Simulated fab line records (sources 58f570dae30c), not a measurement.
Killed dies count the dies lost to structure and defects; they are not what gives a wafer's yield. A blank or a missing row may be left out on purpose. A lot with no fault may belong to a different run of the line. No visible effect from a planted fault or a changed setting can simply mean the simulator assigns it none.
fab line records    flow berkeleyCmos170
[record] lots = 14  wafers = 42  lastDay = 13
route steps=331 shown PFIELD@87 SPACER@172 NSD@196 M3@326
lots with no fault: from the same line, run without faults
startH: start of the lot's first displayed wafer, in hours after the record's first day    waitH: hours since the lot's step before    " as in the row above    L1.1+2: a row that stands for several wafers    - value missing, or start not given    * or withheld: withheld    < > ~ a bound
route shown NAME@n: names a module that has steps shown in the file, with the first one's number in the route    usual: mean/standard deviation of fault-free wafers    same: alike in all rows    chamber/n: place in a boat    sites: per-site readings    _std_site: how widely they spread, as a standard deviation    _edge_site: outer sites' mean less inner sites'    radiusMm: how far each site lies from the wafer's centre    mask NAME#n: copy n    behind: tool/chamber where the wafer was last shaped    hold: what put the lot on hold/how long, in hours/how the hold closed    device: which transistor (n, p or np) failed to switch    end of line: tests run on the same wafers once the route is complete    a step without rows: its recipe alone    killed: the dies lost at the first sort to structure and to defects; this is not the yield of the wafer    map: shows each die of a wafer: x if killed, . if not, _ if none is there
set.NAME: the setting as run; set.NAME@STEP: as run at that earlier step    model.NAME: the simulator's own value behind a step, which no gauge read
steps of the route over a sample of lots; a table a step, a row a wafer
services: the hour from which a tool's chamber was out of use, counted from the record's first day as startH (under 0 if before that day), plus the number of hours and why
[[steps]]
[step UCB170_PFIELD_STRIP_08]
[recipe] chemistry = O2  powerW = 400  pressureMtorr = 3500  platenTempC = withheld  o2FlowSccm = 400  overashFraction = 0.5
[usual] drypumpMotorCurrentA = 5.4/0.55  oesProductAu = 0.735/0.0042  stripTimeToEndpointS = 21.64/0.052
lot.wafer  tool            chamber  startH  waitH  drypumpMotorCurrentA  oesProductAu  rfHoursCounterH  stripTimeToEndpointS
L202.3     plasmaAsher-03  1        78.26   0.1    5.6                   0.727         -                21.65
L202.5     "               0        "       "      6.1                   0.734         -                21.65
L202.6     "               1        "       "      5.6                   0.742         -                21.73
L204.2     plasmaAsher-01  0        88.12   0.1    5.1                   0.740         28               21.65
L204.3     "               0        "       "      5.1                   0.740         -                21.67
L204.5     "               1        "       "      4.9                   0.740         -                21.64
L205.1     plasmaAsher-03  1        93.74   0.1    5.7                   0.728         40               21.58
L205.4     "               1        "       "      5.7                   0.736         -                21.61
L205.6     "               1        "       "      5.7                   0.740         -                21.62
L207.1     plasmaAsher-01  0        94.02   0.1    5.1                   0.734         29               21.58
L207.2     "               1        "       "      4.9                   0.738         29               21.59
L207.6     "               1        "       "      4.9                   0.735         -                21.58
L206.1     plasmaAsher-01  1        94.34   0.1    4.9                   0.734         29               21.66
L206.3     "               0        "       "      5.1                   0.729         -                21.64
L206.6     "               0        "       "      5.0                   0.739         -                21.53
L209.1     plasmaAsher-04  0        105.79  0.1    5.0                   0.732         40               21.63
L209.4     "               0        "       "      5.0                   0.743         -                21.56
L209.6     "               1        "       "      6.3                   0.732         -                21.60
L208.2     plasmaAsher-04  1        106.11  0.1    6.3                   0.744         40               21.65
L208.3     "               1        "       "      6.3                   0.731         -                21.69
L208.4     "               0        "       "      5.0                   0.730         -                21.61
L210.2     plasmaAsher-01  0        119.22  0.1    5.1                   0.735         32               21.75
L210.3     "               0        "       "      5.1                   0.742         -                21.72
L210.6     "               0        "       "      5.1                   0.739         -                21.68
L211.1     plasmaAsher-04  0        119.43  0.1    5.0                   0.731         42               21.61
L211.5     "               1        "       "      6.3                   0.729         -                21.61
L211.6     "               0        "       "      5.0                   0.730         -                21.60
L215.3     plasmaAsher-01  0        142.27  0.1    5.1                   0.734         -                21.66
L215.4     "               1        "       "      4.9                   0.736         -                21.67
L215.5     "               0        "       "      5.1                   0.738         -                21.57
L217.1     plasmaAsher-04  1        154.99  0.1    6.3                   0.742         46               21.66
L217.4     "               0        "       "      5.0                   0.734         -                21.65
L217.5     "               0        "       "      5.0                   0.735         -                21.69
L220.3     plasmaAsher-04  1        171.59  0.1    6.3                   0.732         -                21.55
L220.4     "               0        "       "      5.0                   0.736         -                21.63
L220.6     "               0        "       "      5.0                   0.731         -                21.60
L224.3     plasmaAsher-03  0        192.94  0.1    6.1                   0.737         -                21.69
L224.5     "               1        "       "      5.6                   0.733         -                21.62
L224.6     "               0        "       "      6.1                   0.736         -                21.67
L225.4     plasmaAsher-01  0        209.72  0.1    5.1                   0.739         -                21.63
L225.5     "               0        "       "      5.1                   0.732         -                21.70
L225.6     "               1        "       "      4.9                   0.733         -                21.72
[step UCB170_SPACER_THK_MEAS_01]
[recipe] reads = SiO2_of_SPACER_CVD_00
[usual] SPACER_TEOS_THK = 374/5.5
lot.wafer  tool          chamber  startH  waitH  SPACER_TEOS_THK[nm]
L202.3     filmMetro-03  -        125.27  0.0    374
L202.5     "             -        "       "      383
L202.6     "             -        "       "      375
L204.2     filmMetro-02  -        132.23  0.0    368
L204.3     "             -        "       "      372
L204.5     "             -        "       "      378
L206.1     filmMetro-01  -        137.05  0.0    372
L206.3     "             -        "       "      366
L206.6     "             -        "       "      379
L207.1     filmMetro-03  -        137.05  0.0    370
L207.2     "             -        "       "      370
L207.6     "             -        "       "      370
L205.1     filmMetro-03  -        137.25  0.0    370
L205.4     "             -        "       "      380
L205.6     "             -        "       "      372
L209.1     filmMetro-02  -        152.27  0.0    375
L209.4     "             -        "       "      378
L209.6     "             -        "       "      372
L208.2     filmMetro-02  -        152.75  0.0    368
L208.3     "             -        "       "      365
L208.4     "             -        "       "      377
L211.1     filmMetro-02  -        174.52  0.0    377
L211.5     "             -        "       "      387
L211.6     "             -        "       "      384
L210.2     filmMetro-03  -        174.77  0.0    367
L210.3     "             -        "       "      361
L210.6     "             -        "       "      374
L215.3     filmMetro-02  -        201.53  0.1    373
L215.4     "             -        "       "      374
L215.5     "             -        "       "      371
L217.1     filmMetro-03  -        215.21  0.0    372
L217.4     "             -        "       "      374
L217.5     "             -        "       "      379
L220.3     filmMetro-03  -        223.00  0.0    373
L220.4     "             -        "       "      377
L220.6     "             -        "       "      379
L224.3     filmMetro-03  -        241.84  0.0    368
L224.5     "             -        "       "      382
L224.6     "             -        "       "      385
L225.4     filmMetro-01  -        265.53  0.1    375
L225.5     "             -        "       "      373
L225.6     "             -        "       "      381
[step UCB170_NSD_STRIP_09]
[recipe] chemistry = O2  powerW = 400  pressureMtorr = 3500  platenTempC = withheld  o2FlowSccm = 400  overashFraction = 0.5
[usual] drypumpMotorCurrentA = 5.5/0.58  oesProductAu = 0.534/0.0043  stripTimeToEndpointS = 35.84/0.067
lot.wafer  tool            chamber  startH  waitH  drypumpMotorCurrentA  oesProductAu  rfHoursCounterH  stripTimeToEndpointS
L202.3     plasmaAsher-01  1        130.07  0.1    4.9                   0.526         -                35.94
L202.5     "               0        "       "      5.1                   0.538         -                35.93
L202.6     "               1        "       "      4.9                   0.530         -                36.00
L204.2     plasmaAsher-01  1        139.84  0.1    4.9                   0.535         34               35.83
L204.3     "               1        "       "      4.8                   0.535         -                35.86
L204.5     "               0        "       "      5.0                   0.528         -                35.90
L206.1     plasmaAsher-01  1        144.11  0.1    4.9                   0.531         35               35.85
L206.3     "               0        "       "      5.1                   0.530         -                35.86
L206.6     "               0        "       "      5.0                   0.534         -                35.84
L207.1     plasmaAsher-02  1        144.41  0.1    6.5                   0.532         46               35.84
L207.2     "               0        "       "      5.3                   0.527         46               35.85
L207.6     "               1        "       "      6.5                   0.536         -                35.84
L205.1     plasmaAsher-01  0        144.69  0.1    5.1                   0.533         35               35.89
L205.4     "               1        "       "      4.8                   0.538         -                35.93
L205.6     "               1        "       "      4.9                   0.527         -                35.90
L209.1     plasmaAsher-01  0        161.68  0.1    5.1                   0.527         36               35.77
L209.4     "               0        "       "      5.1                   0.532         -                35.78
L209.6     "               0        "       "      5.1                   0.534         -                35.79
L208.2     plasmaAsher-02  1        161.96  0.1    6.5                   0.533         47               35.79
L208.3     "               0        "       "      5.3                   0.530         -                35.84
L208.4     "               1        "       "      6.5                   0.533         -                35.82
L211.1     plasmaAsher-01  0        183.13  0.1    5.0                   0.527         38               35.86
L211.5     "               1        "       "      4.9                   0.533         -                35.90
L211.6     "               0        "       "      5.1                   0.534         -                35.87
L210.2     plasmaAsher-02  1        183.51  0.1    6.5                   0.528         49               35.83
L210.3     "               1        "       "      6.5                   0.533         -                35.86
L210.6     "               1        "       "      6.5                   0.532         -                35.79
L215.3     plasmaAsher-01  1        210.92  0.1    4.9                   0.528         -                35.77
L215.4     "               0        "       "      5.1                   0.534         -                35.90
L215.5     "               0        "       "      5.1                   0.530         -                35.80
L217.1     plasmaAsher-03  1        223.15  0.1    5.6                   0.531         10               35.92
L217.4     "               1        "       "      5.7                   0.535         -                35.89
L217.5     "               1        "       "      5.6                   0.535         -                35.88
L220.3     plasmaAsher-02  1        232.36  0.1    6.5                   0.526         -                35.90
L220.4     "               0        "       "      5.3                   0.533         -                35.88
L220.6     "               0        "       "      5.3                   0.535         -                35.85
L224.3     plasmaAsher-02  1        249.26  0.1    6.4                   0.531         -                35.75
L224.5     "               1        "       "      6.4                   0.539         -                35.80
L224.6     "               0        "       "      5.3                   0.532         -                35.75
L225.4     plasmaAsher-03  0        278.36  0.1    6.1                   0.527         -                35.77
L225.5     "               1        "       "      5.7                   0.541         -                35.64
L225.6     "               0        "       "      6.1                   0.530         -                35.78
[step UCB170_M3_ETCH_17]
[recipe] chemistry = N2/H2  targetDepthA = withheld  overetchA = withheld  target = BARC  timeS = withheld  sourceW = 500  biasW = 100  pressureMtorr = 30  n2FlowSccm = 100  h2FlowSccm = 200
[usual] biasW = 100.01/0.28  chamberPressureMTorr = 29.996/0.027  drypumpMotorCurrentA = 5.8/0.51  oesProductAu = 0.992/0.019  throttleValvePct = 13.18/0.2
lot.wafer  tool        chamber  startH  waitH  biasW   chamberPressureMTorr  drypumpMotorCurrentA  oesProductAu  throttleValvePct
L202.3     rieDiel-04  0        154.00  0.0    99.94   29.990                6.0                   0.983         13.24
L202.5     "           3        "       "      100.08  29.997                5.6                   0.981         13.43
L202.6     "           2        "       "      100.07  30.026                6.2                   0.993         13.04
L204.2     rieDiel-03  2        164.50  0.0    99.36   29.979                6.2                   0.987         12.96
L204.3     "           3        "       "      99.97   29.976                5.1                   0.978         13.19
L204.5     "           2        "       "      99.86   29.989                6.2                   0.986         12.96
L206.1     rieDiel-03  2        165.72  0.0    99.30   30.009                6.2                   0.998         12.96
L206.3     "           3        "       "      100.13  29.997                5.1                   0.991         13.17
L206.6     "           3        "       "      99.98   29.888                5.1                   0.988         13.19
L207.1     rieDiel-04  2        169.92  0.0    100.36  30.039                6.2                   0.987         13.02
L207.2     "           0        "       "      100.41  30.050                6.1                   0.987         13.25
L207.6     "           1        "       "      100.20  29.992                6.4                   0.978         12.97
L205.1     rieDiel-01  3        170.19  0.0    100.22  29.994                5.2                   0.993         12.99
L205.4     "           0        "       "      100.30  29.991                6.4                   0.999         13.36
L205.6     "           3        "       "      100.36  29.994                5.2                   0.993         12.99
L209.1     rieDiel-03  2        188.54  0.0    100.29  30.001                6.2                   0.985         12.95
L209.4     "           3        "       "      99.89   29.979                5.1                   0.996         13.20
L209.6     "           3        "       "      99.63   30.009                5.1                   0.992         13.20
L208.2     rieDiel-04  2        189.03  0.0    99.90   29.987                6.2                   1.000         13.01
L208.3     "           3        "       "      100.34  29.932                5.6                   0.966         13.44
L208.4     "           0        "       "      100.52  30.030                6.1                   0.981         13.25
L211.1     rieDiel-04  3        209.83  0.0    100.47  30.012                5.5                   0.978         13.45
L211.5     "           3        "       "      100.55  29.975                5.6                   0.988         13.41
L211.6     "           1        "       "      100.02  29.929                6.4                   0.983         12.96
L210.2     rieDiel-01  1        210.38  0.0    100.83  30.004                5.1                   1.021         13.52
L210.3     "           2        "       "      100.07  30.006                5.7                   1.046         13.50
L210.6     "           0        "       "      100.02  30.033                6.5                   0.999         13.36
L215.3     rieDiel-03  2        238.93  0.0    100.36  29.984                6.3                   0.999         12.95
L215.4     "           0        "       "      100.14  30.016                5.2                   1.018         12.94
L215.5     "           0        "       "      99.81   30.051                5.2                   1.008         12.92
L217.1     rieDiel-04  0        257.82  0.0    -       -                     -                     -             -
L217.4     "           1        "       "      -       -                     -                     -             -
L217.5     "           2        "       "      -       -                     -                     -             -
L220.3     rieDiel-01  0        259.63  0.0    -       -                     -                     -             -
L220.4     "           3        "       "      -       -                     -                     -             -
L220.6     "           0        "       "      -       -                     -                     -             -
L224.3     rieDiel-01  1        278.30  0.0    99.95   29.999                5.1                   1.024         13.50
L224.5     "           2        "       "      100.15  29.965                5.8                   1.036         13.50
L224.6     "           1        "       "      99.68   30.035                5.1                   1.020         13.50
L225.4     rieDiel-01  2        303.56  0.0    99.99   29.991                5.8                   1.045         13.49
L225.5     "           0        "       "      100.14  30.008                6.4                   1.013         13.37
L225.6     "           1        "       "      100.12  30.052                5.1                   1.026         13.51
[step UCB170_M3_METAL_ETCH_18]
[recipe] chemistry = Cl2/BCl3  target = Al  stopOn = SiO2  pressureMtorr = 12  targetDepthA = 11700  overEtchFrac = 0.3  timeS = 195  icpW = 600  biasW = 120  Cl2_flow_sccm = 90  bcl3FlowSccm = 45
[usual] bcl3FlowSccm = 45.00/0.15  biasW = 120.0/0.38  drypumpMotorCurrentA = 5.8/0.42  oesProductAu = 0.859/0.014  throttleValvePct = 24.43/0.28
lot.wafer  tool         chamber  startH  waitH  bcl3FlowSccm  biasW  drypumpMotorCurrentA  oesProductAu  rfHoursCounterH  throttleValvePct
L202.3     rieMetal-04  1        154.10  -      44.68         120.3  5.2                   0.850         -                24.16
L202.5     "            1        "       "      44.70         120.2  5.2                   0.853         -                24.18
L202.6     "            0        "       "      45.07         119.6  5.8                   0.867         -                24.78
L204.2     rieMetal-04  0        164.54  -      44.83         119.7  5.8                   0.859         6                24.79
L204.3     "            1        "       "      44.86         120.4  5.2                   0.855         -                24.15
L204.5     "            0        "       "      44.84         119.9  5.8                   0.845         -                24.79
L206.1     rieMetal-04  0        165.76  -      45.16         120.0  5.8                   0.858         6                24.80
L206.3     "            0        "       "      45.06         119.8  5.8                   0.858         -                24.78
L206.6     "            1        "       "      44.84         121.1  5.2                   0.853         -                24.15
L207.1     rieMetal-01  0        169.96  -      44.95         119.8  6.0                   0.872         0                24.76
L207.2     "            1        "       "      45.00         119.6  5.8                   0.830         11               24.25
L207.6     "            0        "       "      45.11         119.5  6.0                   0.877         -                24.75
L205.1     rieMetal-04  1        170.23  -      45.00         119.9  5.2                   0.854         11               24.16
L205.4     "            0        "       "      45.28         119.3  5.8                   0.863         -                24.78
L205.6     "            1        "       "      44.93         120.7  5.2                   0.858         -                24.16
L209.1     rieMetal-04  1        188.59  -      45.00         120.1  5.1                   0.858         11               24.17
L209.4     "            1        "       "      45.02         119.9  5.2                   0.869         -                24.16
L209.6     "            0        "       "      45.04         119.9  5.8                   0.863         -                24.79
L208.2     rieMetal-03  0        189.14  -      45.03         119.4  6.5                   0.862         -                24.16
L208.3     "            0        "       "      44.88         119.8  6.5                   0.864         -                24.16
L208.4     "            0        "       "      45.02         119.7  6.5                   0.838         -                24.16
L211.1     rieMetal-04  1        209.87  -      44.71         119.4  5.2                   0.850         11               24.15
L211.5     "            1        "       "      44.77         119.5  5.2                   0.854         -                24.16
L211.6     "            0        "       "      44.96         120.4  5.8                   0.874         -                24.79
L210.2     rieMetal-03  0        210.42  -      45.07         119.7  6.5                   0.854         12               24.17
L210.3     "            1        "       "      45.06         120.1  6.1                   0.874         -                24.44
L210.6     "            0        "       "      45.18         119.9  6.5                   0.849         -                24.16
L215.3     rieMetal-04  0        239.04  -      44.99         120.2  5.8                   0.855         -                24.80
L215.4     "            1        "       "      45.20         120.2  5.2                   0.852         -                24.16
L215.5     "            0        "       "      45.12         119.3  5.8                   0.852         -                24.80
L217.1     rieMetal-03  0        257.86  -      45.08         120.1  6.5                   0.375         13               24.38
L217.4     "            0        "       "      44.87         120.1  6.5                   0.378         -                24.38
L217.5     "            1        "       "      45.03         119.5  6.1                   0.379         -                24.67
L220.3     rieMetal-04  0        259.74  -      45.39         120.4  5.8                   0.374         -                25.01
L220.4     "            1        "       "      44.86         120.4  5.2                   0.371         -                24.39
L220.6     "            0        "       "      45.06         119.7  5.8                   0.382         -                25.03
L224.3     rieMetal-03  1        278.40  -      45.11         119.8  6.1                   0.852         -                24.43
L224.5     "            1        "       "      45.09         119.9  6.1                   0.868         -                24.42
L224.6     "            0        "       "      45.00         120.3  6.5                   0.855         -                24.16
L225.4     rieMetal-03  1        303.66  -      45.08         120.2  6.1                   0.873         -                24.42
L225.5     "            1        "       "      45.19         119.4  6.1                   0.861         -                24.41
L225.6     "            0        "       "      44.89         120.2  6.5                   0.856         -                24.17
[step UCB170_M3_CD_MEAS_90]
[recipe] targetCdNm = 700
[usual] cdNm = 700/5.7
lot.wafer  tool      chamber  startH  waitH  cdNm
L202.3     cdSem-02  -        154.37  0.1    696
L202.5     "         -        "       "      696
L202.6     "         -        "       "      704
L204.2     cdSem-01  -        164.85  0.1    703
L204.3     "         -        "       "      694
L204.5     "         -        "       "      704
L206.1     cdSem-02  -        166.05  0.1    708
L206.3     "         -        "       "      711
L206.6     "         -        "       "      696
L207.1     cdSem-02  -        170.25  0.1    700
L207.2     "         -        "       "      700
L207.6     "         -        "       "      701
L205.1     cdSem-01  -        170.52  0.1    699
L205.4     "         -        "       "      709
L205.6     "         -        "       "      700
L209.1     cdSem-02  -        188.87  0.1    698
L209.4     "         -        "       "      700
L209.6     "         -        "       "      712
L208.2     cdSem-02  -        189.57  0.1    693
L208.3     "         -        "       "      694
L208.4     "         -        "       "      694
L211.1     cdSem-02  -        210.16  0.1    694
L211.5     "         -        "       "      696
L211.6     "         -        "       "      702
L210.2     cdSem-02  -        210.73  0.1    694
L210.3     "         -        "       "      706
L210.6     "         -        "       "      695
L215.3     cdSem-01  -        239.39  0.2    710
L215.4     "         -        "       "      692
L215.5     "         -        "       "      709
L217.1     cdSem-01  -        258.38  0.3    -
L217.4     "         -        "       "      -
L217.5     "         -        "       "      -
L220.3     cdSem-01  -        260.12  0.2    -
L220.4     "         -        "       "      -
L220.6     "         -        "       "      -
L224.3     cdSem-01  -        278.67  0.1    710
L224.5     "         -        "       "      709
L224.6     "         -        "       "      692
L225.4     cdSem-01  -        303.95  0.1    705
L225.5     "         -        "       "      708
L225.6     "         -        "       "      688
[[services]]
tool            chamber  startH  hours  kind
rieMetal-01     0        55.12   19.9   repair
rieDiel-04      2        67.00   2.4    repair
plasmaAsher-02  -        68.30   4.3    repair
rieDiel-04      -        72.50   2.8    pm
plasmaAsher-03  -        74.35   2.2    repair
rieDiel-03      -        77.46   0.2    repair
rieDiel-01      1        85.75   4.3    repair
rieDiel-01      -        87.42   1.4    repair
rieDiel-03      2        88.86   8.4    repair
rieDiel-01      1        101.96  1.8    repair
plasmaAsher-03  -        108.83  9.0    pm
plasmaAsher-03  0        108.83  9.0    ventCycle
rieDiel-04      -        127.01  4.9    repair
rieDiel-04      -        159.23  0.4    repair
rieDiel-03      1        165.11  11.8   repair
rieDiel-04      -        184.43  0.8    repair
plasmaAsher-04  -        203.48  2.8    pm
rieDiel-04      2        206.34  22.4   repair
rieDiel-01      3        206.58  1.5    repair
plasmaAsher-04  -        212.69  0.3    repair
rieDiel-01      1        213.06  5.5    repair
plasmaAsher-02  -        252.50  0.7    repair
rieMetal-03     1        281.53  3.4    repair
plasmaAsher-03  -        282.57  3.4    repair
[[key]]
[firstSign] step = UCB170_M3_ETCH_17  reading = toolRecord  direction = missing
[effect] step = UCB170_M3_METAL_ETCH_18  reading = oesProductAu  direction = down  sigmas = 34  usual = 0.859  struck = 0.376
[effect] step = UCB170_M3_CD_MEAS_90  reading = cdNm  direction = missing
metAt UCB170_M3_ETCH_17
struckLots L217,L220
laterRowsLeftOut L217.1,L217.4,L217.5,L220.3,L220.4,L220.6
sortLeftOut L217.1,L217.4,L217.5,L220.3,L220.4,L220.6
notActingAt UCB170_PFIELD_STRIP_08,UCB170_SPACER_THK_MEAS_01,UCB170_NSD_STRIP_09
onsetBetween 210.38 257.82
[fault] kind = skippedStepWhole  tool = rieDiel-01,rieDiel-04  chamber = -  onsetH = 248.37  steps = UCB170_M3_ETCH_17  scope = struckLotsOnly
// sortLeftOut: the simulated sort isn't trusted on such a fault, so these wafers' sort isn't shown, and their yield isn't known
// laterRowsLeftOut: the simulator's readings of these wafers behind a module that went badly wrong aren't trusted and aren't shown, but for the sort
